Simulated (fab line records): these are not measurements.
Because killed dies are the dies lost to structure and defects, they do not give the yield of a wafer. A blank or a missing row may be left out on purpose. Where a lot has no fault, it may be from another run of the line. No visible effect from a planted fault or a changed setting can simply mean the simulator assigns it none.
A lot that was struck, set against a sound lot	flow berkeley-cmos170	17 steps out of a route of 331
Sound: the wafers L486.1, L486.2, L486.5. Struck: wafers L496.1, L496.2, L496.5. Last of all comes the cause.
At each step with rows: each side's tool, then ch and its chambers, then its first start. Under that, the readings that differ: sound wafers	struck wafers	difference of the means	sigmas: that difference in standard deviations of wafers without a fault.
alike: readings whose means differ by less than 2 such deviations, and words and numbers that are the same on both sides. not compared: withheld readings, readings that some wafer has no value for, bounds like >300 that may hide the same value, and numbers for which the record gives no deviation and whose values overlap.
A row with sigmas, a row that says differs or no value, or rows on one side alone: a step with any of these is where the two part. Numbers that don't overlap but have no deviation are shown without sigmas and don't part them. A reading that every wafer of one side lacks parts them only if that side has two wafers or more.

first, 1 step without rows for these wafers: UCB170_NLDD_IMPLANT_09.
UCB170_NLDD_STRIP_10: strips in O2.
  sound on plasma-asher-04 ch 0,1, day 7 19:28; struck on plasma-asher-04 ch 0,1, day 10 12:23
reading	sound	struck	difference	sigmas
strip-time-to-endpoint-s (s)	21.51 21.45 21.56	21.70 21.66 21.71	+0.18	+3
  alike: drypump-motor-current-A, oes-product-au
  not compared: rf-hours-counter-h
UCB170_NLDD_TW_MEAS_11:
  struck on film-metro-04, day 10 12:29; sound on film-metro-01, day 7 19:34
  alike: NLDD_TW
then, 1 step without rows for these wafers: UCB170_NLDD_CLEAN_12 (cleans in SPM, time 600 s).
UCB170_SPACER_CVD_00: deposits SiO2 from TEOS/O2, target thk 376 nm, time 47 s.
  sound on pecvd-02 ch 0,1, day 7 21:27; struck on pecvd-02 ch 0,1, day 10 12:43
  alike: heater-power-w
UCB170_SPACER_THK_MEAS_01:
  struck on film-metro-04, day 10 12:46; sound on film-metro-02, day 7 21:30
  alike: SPACER_TEOS_THK
then, 1 step without rows for these wafers: UCB170_SPACER_ANNEAL_02 (time 1800 s).
UCB170_SPACER_ETCHBACK_03: etches SiO2 in CHF3/CF4/Ar, stops on Si, target depth 376 nm, time 100 s.
  sound on rie-diel-01 ch 1,2, day 8 03:35; struck on rie-diel-03 ch 1,2,3, day 10 14:35
  alike: drypump-motor-current-A, oes-product-au, throttle-valve-pct
  not compared: rf-hours-counter-h
then, 4 steps without rows for these wafers: UCB170_PSD_HMDS_00 (prime time 60 s); UCB170_PSD_COAT_01 (resist thk 900 nm); UCB170_PSD_SOFTBAKE_02 (time 60 s); UCB170_PSD_EXPOSE_03 (exposes mask PSELECT MOD, target cd 1200 nm).
UCB170_PSD_PEB_04:
  sound on litho-track-03 ch 0, day 8 04:51; struck on litho-track-04 ch 0, day 10 16:10
reading	sound	struck	difference	sigmas
heater-power-total-W (W)	56.80 56.87 56.77	67.78 67.84 67.80	+10.99	+99 or more
plate-temp-C (C)	129.93 130.07 129.96	148.98 148.94 149.15	+19.04	+99 or more
  alike: exhaust-pa
then, 1 step without rows for these wafers: UCB170_PSD_DEVELOP_05 (develop time 45 s).
UCB170_PSD_CD_MEAS_06: the cd target is 1200 nm.
  struck on cd-sem-01, day 10 16:27; sound on cd-sem-02, day 8 05:08
reading	sound	struck	difference	sigmas
cd-nm (nm)	1199.3 1199.5 1199.1	1257.9 1258.2 1259.8	+59.3	+42
UCB170_PSD_OVL_MEAS_07:
  struck on overlay-01, day 10 16:34; sound on overlay-01, day 8 05:15
  alike: PSD_OVL
UCB170_M3_PROBE_99:
  rows exist in the record for the struck wafers here (prober-02, day 12 05:41), but not for the sound ones

## WHERE THEY PART
At UCB170_NLDD_STRIP_10 first; at UCB170_M3_PROBE_99 last (within this record only).

WHY: the cause the simulator had injected
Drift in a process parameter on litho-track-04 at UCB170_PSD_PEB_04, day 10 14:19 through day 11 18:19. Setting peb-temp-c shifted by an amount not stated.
